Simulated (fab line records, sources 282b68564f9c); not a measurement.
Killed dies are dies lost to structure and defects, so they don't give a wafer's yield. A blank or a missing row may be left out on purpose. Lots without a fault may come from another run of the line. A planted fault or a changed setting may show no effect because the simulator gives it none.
fab line records | flow rit_cmos
record lots=5 wafers=23
route steps=202 shown ACTIVE@7 FOX2@23 PWELL@40 NRETRO@54 PRETRO@65 GATE@78
start_h: hours from the record's first day to the start of the lot's first wafer shown | wait_h: hours since the lot's step before | " the same as in the row above | L1.1+2: a row that stands for several wafers | - no value, or no start given | * or withheld: withheld | < > ~ a bound
route shown NAME@n: a module of which the file shows steps, and the number in the route of the first | usual: mean/standard deviation of fault-free wafers | same: alike in all rows | chamber/n: place in a boat | sites: the reading at each site | _std_site: their standard deviation | _edge_site: outer sites' mean less inner sites' | radius_mm: how far each site lies from the wafer's centre | mask NAME#n: copy n | behind: the tool/chamber that last shaped the wafer | hold: why the lot was held/for how many hours/how that ended | device: the transistor (n, p or np) that didn't switch | end of line: the same wafers' tests at the end of the route | a step without rows: its recipe alone | killed: dies lost to structure and defects at the first sort, not the wafer's yield | map: a wafer's dies, x killed, . not, _ none there
set.NAME: the setting as run; set.NAME@STEP: as run at that earlier step | model.NAME: the simulator's own value behind a step, which no gauge read
lots whose settings were changed on purpose; a table a step, a row a wafer
## steps
# step RIT_ACTIVE_COAT_06
# recipe resist=NOVOLAK spin_rpm=3250 resist_thk_nm=1000
# columns lot.wafer tool chamber start_h wait_h set.spin_rpm model.NOVOLAK_of_ACTIVE_COAT_06.thk_nm
L078.2 litho_track-01 0 34.52 0.1 3250 996.1
L078.4 " 0 " " 3250 997.6
L078.5 " 0 " " 3250 1001
L079.2 litho_track-03 0 38.94 0.1 3250 1000
L079.3 " 0 " " 3469 965.1
L079.4 " 0 " " 3250 1001
L079.5 " 0 " " 3469 967.2
L079.6 " 0 " " 3469 970
L080.1 litho_track-01 0 44.08 0.1 3250 997.2
L080.3 " 0 " " 3460 967.1
L080.4 " 0 " " 3250 998.1
L080.5 " 0 " " 3250 998.7
L080.6 " 0 " " 3460 968.3
L081.1 litho_track-03 0 48.74 0.1 3250 1006
L081.2 " 0 " " 3368 984.4
L081.3 " 0 " " 3250 999.8
L081.4 " 0 " " 3250 1003
L081.5 " 0 " " 3368 983.4
L083.1 litho_track-04 0 58.87 0.1 3082 1029
L083.3 " 0 " " 3250 1001
L083.4 " 0 " " 3250 1000
L083.5+6 " 0 " " 3082 1027
# step RIT_ACTIVE_HARDBAKE_12
# recipe resist=NOVOLAK temp_c=140 time_s=60
# columns lot.wafer tool chamber start_h wait_h set.temp_c set.spin_rpm@ACTIVE_COAT_06 model.NOVOLAK_of_ACTIVE_COAT_06.thk_nm
L078.2 litho_track-01 0 35.46 0.1 140 3250 880.3
L078.4 " 0 " " 140 3250 881.6
L078.5 " 0 " " 140 3250 884.2
L079.2 litho_track-04 0 39.96 0.2 140 3250 883.7
L079.3 " 0 " " 141.8 3469 851
L079.4 " 0 " " 141.8 3250 882.2
L079.5 " 0 " " 140 3469 855.1
L079.6 " 0 " " 141.8 3469 855.2
L080.1 litho_track-04 0 44.92 0.1 140 3250 881.4
L080.3 " 0 " " 136.5 3460 860.4
L080.4 " 0 " " 136.5 3250 887.7
L080.5 " 0 " " 136.5 3250 888.3
L080.6 " 0 " " 140 3460 856
L081.1 litho_track-01 0 49.56 0.1 140 3250 888.9
L081.2 " 0 " " 141.8 3368 867.7
L081.3 " 0 " " 140 3250 883.6
L081.4 " 0 " " 141.8 3250 884.3
L081.5 " 0 " " 140 3368 869.3
L083.1 litho_track-01 0 59.81 0.1 142.6 3082 905.3
L083.3 " 0 " " 142.6 3250 881.1
L083.4 " 0 " " 140 3250 883.8
L083.5 " 0 " " 140 3082 907.6
L083.6 " 0 " " 140 3082 907.5
# step RIT_FOX2_OXIDATION_00
# recipe temp_c=1100 ambient=H2O target_thk_a=3507 p_h2o_torr=720 ox_time_s=1130
# columns lot.wafer tool chamber start_h wait_h set.ox_time_s model.SiO2_of_FOX2_OXIDATION_00.thk_nm
L078.2 furnace-04 0 38.90 0.1 1130 365
L078.4 " 0 " " 1130 366.3
L078.5 " 0 " " 1130 360.8
L079.2 - - - 0.0 1045 339.4
L079.3 " - " " 1045 340.9
L079.4 " - " " 1045 339.1
L079.5 " - " " 1045 344.2
L079.6 " - " " 1045 343.6
L080.1 - - - 0.0 970.7 330.2
L080.3 " - " " 970.7 328.8
L080.4 " - " " 970.7 326.6
L080.5 " - " " 970.7 335.5
L080.6 " - " " 970.7 323.4
L081.1 - - - 0.0 1130 356.1
L081.2 " - " " 1130 356.5
L081.3 " - " " 1130 353.8
L081.4 " - " " 1130 355.2
L081.5 " - " " 1130 359.7
L083.1 - - - 0.0 1180 364.6
L083.3 " - " " 1180 359.3
L083.4 " - " " 1180 360.8
L083.5 " - " " 1180 357.7
L083.6 " - " " 1180 362.9
# step RIT_FOX2_CLEAN_02
# recipe chemistry=dHF dilution=50:1 time_s=180
# step RIT_FOX2_WET_ETCH_03
# recipe chemistry=H3PO4 target=Si3N4 target_depth_nm=195 temp_c=165 time_s=2700
# step RIT_FOX2_THK_MEAS_90
# recipe reads=SiO2_of_FOX2_OXIDATION_00
# usual FIELD_OXIDE_LEFT_1_THK=329/5.6
# columns lot.wafer tool chamber start_h wait_h set.ox_time_s@FOX2_OXIDATION_00 FIELD_OXIDE_LEFT_1_THK[nm]
L078.2 film_metro-04 - 41.17 0.0 1130 338
L078.4 " - " " 1130 339
L078.5 " - " " 1130 334
L079.2 film_metro-03 - 46.76 0.0 1045 311
L079.3 " - " " 1045 313
L079.4 " - " " 1045 311
L079.5 " - " " 1045 316
L079.6 " - " " 1045 316
L080.1 film_metro-01 - 50.69 0.0 970.7 303
L080.3 " - " " 970.7 302
L080.4 " - " " 970.7 299
L080.5 " - " " 970.7 308
L080.6 " - " " 970.7 296
L081.1 film_metro-03 - 54.57 0.0 1130 329
L081.2 " - " " 1130 330
L081.3 " - " " 1130 327
L081.4 " - " " 1130 328
L081.5 " - " " 1130 332
L083.1 film_metro-03 - 65.96 0.0 1180 338
L083.3 " - " " 1180 333
L083.4 " - " " 1180 334
L083.5 " - " " 1180 331
L083.6 " - " " 1180 336
# step RIT_PWELL_COAT_01
# recipe resist=NOVOLAK spin_rpm=2000 resist_thk_nm=1300
# columns lot.wafer tool chamber start_h wait_h set.resist_thk_nm model.NOVOLAK_of_PWELL_COAT_01.thk_nm
L078.2 litho_track-04 0 42.98 0.1 1300 1298
L078.4 " 0 " " 1300 1299
L078.5 " 0 " " 1300 1302
L079.2 litho_track-02 0 48.68 0.1 1300 1297
L079.3 " 0 " " 1300 1293
L079.4 " 0 " " 1300 1295
L079.5+6 " 0 " " 1241 1236
L080.1 litho_track-03 0 52.58 0.1 1245 1242
L080.3+6 " 0 " " 1245 1241
L080.4 " 0 " " 1300 1300
L080.5 " 0 " " 1300 1297
L081.1 litho_track-02 0 56.33 0.1 1300 1300
L081.2 " 0 " " 1300 1299
L081.3 " 0 " " 1227 1225
L081.4 " 0 " " 1227 1231
L081.5 " 0 " " 1300 1305
L083.1+5 litho_track-04 0 67.85 0.1 1260 1258
L083.3 " 0 " " 1300 1301
L083.4 " 0 " " 1260 1252
L083.6 " 0 " " 1300 1297
# step RIT_PWELL_HARDBAKE_07
# recipe resist=NOVOLAK temp_c=140 time_s=120
# columns lot.wafer tool chamber start_h wait_h set.temp_c set.resist_thk_nm@PWELL_COAT_01 model.NOVOLAK_of_PWELL_COAT_01.thk_nm
L078.2 litho_track-03 0 43.76 0.1 140 1300 1135
L078.4 " 0 " " 140 1300 1136
L078.5 " 0 " " 140 1300 1139
L079.2 litho_track-03 0 49.59 0.1 140 1300 1134
L079.3 " 0 " " 138.9 1300 1133
L079.4 " 0 " " 138.9 1300 1135
L079.5 " 0 " " 138.9 1241 1083
L079.6 " 0 " " 140 1241 1082
L080.1 litho_track-02 0 53.35 0.0 140 1245 1087
L080.3+6 " 0 " " 140 1245 1086
L080.4 " 0 " " 140 1300 1137
L080.5 " 0 " " 140 1300 1135
L081.1 litho_track-03 0 57.10 0.0 143.8 1300 1132
L081.2 " 0 " " 140 1300 1136
L081.3 " 0 " " 143.8 1227 1068
L081.4 " 0 " " 140 1227 1077
L081.5 " 0 " " 140 1300 1141
L083.1+5 litho_track-02 0 68.74 0.0 140 1260 1101
L083.3 " 0 " " 140 1300 1138
L083.4 " 0 " " 140 1260 1095
L083.6 " 0 " " 140 1300 1135
# step RIT_NRETRO_COAT_01
# recipe resist=NOVOLAK spin_rpm=2000 resist_thk_nm=1300
# columns lot.wafer tool chamber start_h wait_h set.resist_thk_nm model.NOVOLAK_of_NRETRO_COAT_01.thk_nm
L078.2 litho_track-04 0 50.29 0.1 1300 1298
L078.4 " 0 " " 1300 1299
L078.5 " 0 " " 1300 1297
L079.2+3 litho_track-01 0 56.18 0.1 1373 1376
L079.4 " 0 " " 1300 1300
L079.5 " 0 " " 1300 1304
L079.6 " 0 " " 1300 1302
L080.1+4 litho_track-01 0 60.31 0.1 1300 1297
L080.3 " 0 " " 1328 1325
L080.5 " 0 " " 1328 1324
L080.6 " 0 " " 1300 1301
L081.1 litho_track-02 0 64.20 0.1 1276 1279
L081.2 " 0 " " 1276 1282
L081.3 " 0 " " 1300 1303
L081.4 " 0 " " 1276 1280
L081.5 " 0 " " 1300 1302
L083.1 litho_track-01 0 76.13 0.1 1300 1302
L083.3 " 0 " " 1300 1294
L083.4 " 0 " " 1334 1329
L083.5 " 0 " " 1300 1295
L083.6 " 0 " " 1334 1333
# step RIT_PRETRO_COAT_01
# recipe resist=NOVOLAK spin_rpm=2000 resist_thk_nm=1300
# columns lot.wafer tool chamber start_h wait_h set.resist_thk_nm model.NOVOLAK_of_PRETRO_COAT_01.thk_nm
L078.2 litho_track-03 0 51.89 0.1 1300 1302
L078.4 " 0 " " 1300 1305
L078.5 " 0 " " 1300 1308
L079.2 litho_track-04 0 57.85 0.1 1300 1299
L079.3 " 0 " " 1300 1301
L079.4 " 0 " " 1300 1300
L079.5+6 " 0 " " 1300 1302
L080.1 litho_track-01 0 62.20 0.1 1241 1238
L080.3 " 0 " " 1300 1305
L080.4 " 0 " " 1300 1299
L080.5 " 0 " " 1241 1241
L080.6 " 0 " " 1241 1243
L081.1 litho_track-03 0 65.89 0.1 1300 1299
L081.2 " 0 " " 1300 1300
L081.3 " 0 " " 1300 1302
L081.4 " 0 " " 1260 1263
L081.5 " 0 " " 1260 1262
L083.1 litho_track-01 0 77.94 0.1 1339 1347
L083.3 " 0 " " 1300 1307
L083.4 " 0 " " 1300 1306
L083.5 " 0 " " 1300 1305
L083.6 " 0 " " 1339 1344
# step RIT_PRETRO_SOFTBAKE_02
# recipe resist=NOVOLAK temp_c=90 time_s=60
# step RIT_PRETRO_EXPOSE_03
# recipe mask_id=M5 na=0.57 target_cd_nm=43700 dose_mj=250
# step RIT_PRETRO_DEVELOP_05
# recipe resist=NOVOLAK develop_time_s=68 dev_temp_c=22.31
# step RIT_PRETRO_HARDBAKE_07
# recipe resist=NOVOLAK temp_c=140 time_s=120
# columns lot.wafer tool chamber start_h wait_h set.resist_thk_nm@PRETRO_COAT_01 model.NOVOLAK_of_PRETRO_COAT_01.thk_nm
L078.2 litho_track-01 0 52.67 0.1 1300 1139
L078.4 " 0 " " 1300 1141
L078.5 " 0 " " 1300 1144
L079.2 litho_track-01 0 58.64 0.1 1300 1136
L079.3+6 " 0 " " 1300 1138
L079.4 " 0 " " 1300 1137
L079.5 " 0 " " 1300 1139
L080.1 litho_track-04 0 62.96 0.0 1241 1083
L080.3 " 0 " " 1300 1141
L080.4 " 0 " " 1300 1136
L080.5 " 0 " " 1241 1086
L080.6 " 0 " " 1241 1088
L081.1 litho_track-04 0 66.66 0.0 1300 1136
L081.2 " 0 " " 1300 1137
L081.3 " 0 " " 1300 1138
L081.4 " 0 " " 1260 1105
L081.5 " 0 " " 1260 1104
L083.1 litho_track-04 0 78.83 0.0 1339 1178
L083.3 " 0 " " 1300 1143
L083.4+5 " 0 " " 1300 1142
L083.6 " 0 " " 1339 1174
# step RIT_PRETRO_IMPLANT_08
# recipe species=B energy_kev=45 dose_cm2=1.2e+13 tilt_deg=7
# columns lot.wafer tool chamber start_h wait_h set.dose_cm2
L078.2+4+5 implanter-03 0 52.90 0.2 1.2e+13
L079.2+3+4+5+6 implanter-04 0 58.87 0.2 1.2e+13
L080.1+4+5 implanter-04 0 63.21 0.2 1.2e+13
L080.3+6 " 0 " " 1.137e+13
L081.1+3+4 implanter-03 0 66.91 0.2 1.2e+13
L081.2+5 " 0 " " 1.153e+13
L083.1+3+4+5+6 implanter-03 0 79.08 0.2 1.2e+13
# step RIT_PRETRO_STRIP_09
# recipe chemistry=O2 time_s=180 resist=NOVOLAK platen_temp_c=withheld power_w=500 pressure_mtorr=4000 o2_flow_sccm=4000
# step RIT_GATE_CLEAN_03
# recipe chemistry=SC2 mix=3:3:50 time_s=600 temp_c=75 dry=n2_spin
# step RIT_GATE_CLEAN_04
# recipe chemistry=dHF dilution=50:1 time_s=60 dry=n2_spin
# step RIT_FOX2_THK_MEAS_91
# recipe reads=SiO2_of_FOX2_OXIDATION_00
# usual FIELD_OXIDE_LEFT_2_THK=261/5.6
# columns lot.wafer tool chamber start_h wait_h set.ox_time_s@FOX2_OXIDATION_00 FIELD_OXIDE_LEFT_2_THK[nm]
L078.2 film_metro-01 - 53.71 0.0 1130 270
L078.4 " - " " 1130 271
L078.5 " - " " 1130 266
L079.2 film_metro-04 - 59.66 0.0 1045 243
L079.3 " - " " 1045 244
L079.4 " - " " 1045 242
L079.5 " - " " 1045 248
L079.6 " - " " 1045 246
L080.1 film_metro-04 - 64.01 0.0 970.7 235
L080.3 " - " " 970.7 234
L080.4 " - " " 970.7 232
L080.5 " - " " 970.7 241
L080.6 " - " " 970.7 228
L081.1 film_metro-04 - 67.73 0.0 1130 260
L081.2 " - " " 1130 260
L081.3 " - " " 1130 258
L081.4 " - " " 1130 259
L081.5 " - " " 1130 263
L083.1 film_metro-03 - 79.88 0.0 1180 270
L083.3 " - " " 1180 265
L083.4 " - " " 1180 267
L083.5 " - " " 1180 264
L083.6 " - " " 1180 269
# step RIT_GATE_CVD_08
# recipe material=poly-Si target_thk_nm=250 temp_c=610 precursor=SiH4 time_s=2220 pressure_mtorr=300 sih4_flow_sccm=100
# columns lot.wafer tool chamber start_h wait_h set.sih4_flow_sccm model.poly-Si_of_GATE_CVD_08.thk_nm
L078.2 lpcvd-01 0 55.25 0.0 100 249.6
L078.4 " 0 " " 100 248.4
L078.5 " 0 " " 100 248.3
L079.2 - - - 1.2 109.9 275.9
L079.3 " - " " 109.9 276.2
L079.4 " - " " 109.9 276.1
L079.5 " - " " 109.9 276.5
L079.6 " - " " 109.9 274.8
L080.1 - - - 0.1 100 254.1
L080.3 " - " " 100 254.4
L080.4 " - " " 100 251.8
L080.5 " - " " 100 252.9
L080.6 " - " " 100 253.6
L081.1 - - - 0.1 106.2 263.9
L081.2 " - " " 106.2 263.7
L081.3 " - " " 106.2 266.2
L081.4 " - " " 106.2 268.3
L081.5 " - " " 106.2 265.2
L083.1 - - - 0.1 100 252.3
L083.3+6 " - " " 100 251.6
L083.4 " - " " 100 251.8
L083.5 " - " " 100 251.4
# step RIT_GATE_THK_MEAS_09
# recipe reads=poly-Si_of_GATE_CVD_08
# usual GATE_POLY_THK=250.1/1.9
# columns lot.wafer tool chamber start_h wait_h set.sih4_flow_sccm@GATE_CVD_08 GATE_POLY_THK[nm]
L078.2 film_metro-03 - 56.88 0.0 100 249.5
L078.4 " - " " 100 248.5
L078.5 " - " " 100 248.4
L079.2 film_metro-01 - - - 109.9 275.9
L079.3 " - " " 109.9 276.4
L079.4 " - " " 109.9 276.2
L079.5 " - " " 109.9 276.5
L079.6 " - " " 109.9 274.9
L080.1 film_metro-03 - - - 100 254.1
L080.3 " - " " 100 254.3
L080.4 " - " " 100 251.7
L080.5 " - " " 100 252.8
L080.6 " - " " 100 253.6
L081.1 film_metro-01 - - - 106.2 263.9
L081.2 " - " " 106.2 263.6
L081.3 " - " " 106.2 266.5
L081.4 " - " " 106.2 268.2
L081.5 " - " " 106.2 265.3
L083.1 film_metro-03 - - - 100 252.3
L083.3 " - " " 100 251.5
L083.4 " - " " 100 251.7
L083.5 " - " " 100 251.3
L083.6 " - " " 100 251.9
# step RIT_GATE_COAT_11
# recipe resist=NOVOLAK spin_rpm=4250 resist_thk_nm=850
# columns lot.wafer tool chamber start_h wait_h set.spin_rpm model.NOVOLAK_of_GATE_COAT_11.thk_nm
L078.2 litho_track-01 0 57.10 0.1 4250 848.9
L078.4 " 0 " " 4250 848.5
L078.5 " 0 " " 4250 847.3
L079.2 litho_track-02 0 66.25 0.1 4250 850.7
L079.3 " 0 " " 4020 875.2
L079.4 " 0 " " 4250 850.6
L079.5 " 0 " " 4250 848
L079.6 " 0 " " 4020 875.4
L080.1 litho_track-01 0 67.29 0.1 4505 822.9
L080.3 " 0 " " 4505 823.2
L080.4 " 0 " " 4250 846.8
L080.5 " 0 " " 4505 824.4
L080.6 " 0 " " 4250 849.5
L081.1 litho_track-03 0 72.31 0.1 4250 848.7
L081.2 " 0 " " 4250 850.7
L081.3 " 0 " " 4163 857.2
L081.4 " 0 " " 4163 857.9
L081.5 " 0 " " 4250 848.2
L083.1 litho_track-03 0 83.16 0.1 4250 849.8
L083.3 " 0 " " 4250 850.1
L083.4 " 0 " " 4250 850.9
L083.5 " 0 " " 4115 863.8
L083.6 " 0 " " 4115 866.7
# step RIT_GATE_SOFTBAKE_12
# recipe resist=NOVOLAK temp_c=90 time_s=60
# step RIT_GATE_EXPOSE_13
# recipe mask_id=M6 na=0.6 source_shape=conventional sigma_outer=0.6 target_cd_nm=150 dose_mj=380
# step RIT_GATE_HARDBAKE_18
# recipe resist=NOVOLAK temp_c=140 time_s=60
# columns lot.wafer tool chamber start_h wait_h set.spin_rpm@GATE_COAT_11 model.NOVOLAK_of_GATE_COAT_11.thk_nm
L078.2 litho_track-02 0 57.96 0.0 4250 751.6
L078.4 " 0 " " 4250 751.1
L078.5 " 0 " " 4250 750.1
L079.2 litho_track-03 0 67.11 0.0 4250 753.1
L079.3 " 0 " " 4020 774.6
L079.4 " 0 " " 4250 753
L079.5 " 0 " " 4250 750.7
L079.6 " 0 " " 4020 774.7
L080.1 litho_track-02 0 68.27 0.0 4505 728.7
L080.3 " 0 " " 4505 729
L080.4 " 0 " " 4250 749.7
L080.5 " 0 " " 4505 730.1
L080.6 " 0 " " 4250 752.1
L081.1 litho_track-01 0 73.17 0.0 4250 751.3
L081.2 " 0 " " 4250 753.1
L081.3 " 0 " " 4163 758.8
L081.4 " 0 " " 4163 759.4
L081.5 " 0 " " 4250 750.9
L083.1 litho_track-03 0 84.47 0.1 4250 752.3
L083.3 " 0 " " 4250 752.6
L083.4 " 0 " " 4250 753.3
L083.5 " 0 " " 4115 764.6
L083.6 " 0 " " 4115 767.1
# step RIT_GATE_ETCH_19
# recipe chemistry=SF6/CHF3/O2 time_s=159.1 SF6_flow_sccm=30 CHF3_flow_sccm=30 O2_flow_sccm=5 target=poly-Si pressure_mtorr=40 rf_w=160 target_depth_a=3125 over_etch_frac=0.25 stop_on=SiO2
# columns lot.wafer tool chamber start_h wait_h set.sih4_flow_sccm@GATE_CVD_08 model.GATE.feature_depth_nm model.etch.depth_nm
L078.2 rie_si-01 1 58.08 0.1 100 249.6 249.6
L078.4 " 1 " " 100 248.4 248.4
L078.5 " 3 " " 100 248.3 248.3
L079.2 rie_si-02 0 67.23 0.1 109.9 275.9 275.9
L079.3 " 1 " " 109.9 276.2 276.2
L079.4 " 3 " " 109.9 276.2 276.1
L079.5 " 2 " " 109.9 276.5 276.5
L079.6 " 3 " " 109.9 274.8 274.8
L080.1 rie_si-01 0 68.42 0.1 100 254.1 254.1
L080.3 " 1 " " 100 254.4 254.4
L080.4 " 1 " " 100 251.8 251.8
L080.5 " 3 " " 100 252.9 252.9
L080.6 " 0 " " 100 253.6 253.6
L081.1 rie_si-02 2 73.32 0.1 106.2 263.9 263.9
L081.2 " 0 " " 106.2 263.7 263.7
L081.3 " 1 " " 106.2 266.2 266.2
L081.4 " 3 " " 106.2 268.3 268.3
L081.5 " 2 " " 106.2 265.2 265.2
L083.1 rie_si-02 1 84.62 0.1 100 252.3 252.3
L083.3+6 " 0,2 " " 100 251.6 251.6
L083.4 " 3 " " 100 251.8 251.8
L083.5 " 3 " " 100 251.4 251.4
## key
split step=RIT_ACTIVE_COAT_06 setting=spin_rpm stated=3250 by=wafer
response step=RIT_ACTIVE_COAT_06 reading=model.NOVOLAK_of_ACTIVE_COAT_06.thk_nm change=-4.95 per=1% r=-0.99
response step=RIT_ACTIVE_HARDBAKE_12 reading=model.NOVOLAK_of_ACTIVE_COAT_06.thk_nm change=-4.43 per=1% r=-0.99
split step=RIT_ACTIVE_HARDBAKE_12 setting=temp_c stated=140 by=wafer
response none clear
split step=RIT_FOX2_OXIDATION_00 setting=ox_time_s stated=1130 by=lot
response step=RIT_FOX2_OXIDATION_00 reading=model.SiO2_of_FOX2_OXIDATION_00.thk_nm change=+1.88 per=1% r=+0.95
response step=RIT_FOX2_THK_MEAS_90 reading=FIELD_OXIDE_LEFT_1_THK change=+1.92 per=1% r=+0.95
response step=RIT_FOX2_THK_MEAS_91 reading=FIELD_OXIDE_LEFT_2_THK change=+1.93 per=1% r=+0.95
split step=RIT_PWELL_COAT_01 setting=resist_thk_nm stated=1300 by=wafer
response step=RIT_PWELL_COAT_01 reading=model.NOVOLAK_of_PWELL_COAT_01.thk_nm change=+13.3 per=1% r=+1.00
response step=RIT_PWELL_HARDBAKE_07 reading=model.NOVOLAK_of_PWELL_COAT_01.thk_nm change=+11.5 per=1% r=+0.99
split step=RIT_PWELL_HARDBAKE_07 setting=temp_c stated=140 by=wafer
response none clear
split step=RIT_NRETRO_COAT_01 setting=resist_thk_nm stated=1300 by=wafer
response step=RIT_NRETRO_COAT_01 reading=model.NOVOLAK_of_NRETRO_COAT_01.thk_nm change=+12.9 per=1% r=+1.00
split step=RIT_PRETRO_COAT_01 setting=resist_thk_nm stated=1300 by=wafer
response step=RIT_PRETRO_COAT_01 reading=model.NOVOLAK_of_PRETRO_COAT_01.thk_nm change=+13.2 per=1% r=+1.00
response step=RIT_PRETRO_HARDBAKE_07 reading=model.NOVOLAK_of_PRETRO_COAT_01.thk_nm change=+11.4 per=1% r=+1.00
split step=RIT_PRETRO_IMPLANT_08 setting=dose_cm2 stated=1.2e+13 by=wafer
response none clear
split step=RIT_GATE_CVD_08 setting=sih4_flow_sccm stated=100 by=lot
response step=RIT_GATE_CVD_08 reading=model.poly-Si_of_GATE_CVD_08.thk_nm change=+2.4 per=1% r=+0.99
response step=RIT_GATE_THK_MEAS_09 reading=GATE_POLY_THK change=+2.41 per=1% r=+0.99
response step=RIT_GATE_ETCH_19 reading=model.GATE.feature_depth_nm change=+2.4 per=1% r=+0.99
response step=RIT_GATE_ETCH_19 reading=model.etch.depth_nm change=+2.4 per=1% r=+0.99
split step=RIT_GATE_COAT_11 setting=spin_rpm stated=4250 by=wafer
response step=RIT_GATE_COAT_11 reading=model.NOVOLAK_of_GATE_COAT_11.thk_nm change=-4.41 per=1% r=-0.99
response step=RIT_GATE_HARDBAKE_18 reading=model.NOVOLAK_of_GATE_COAT_11.thk_nm change=-3.86 per=1% r=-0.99
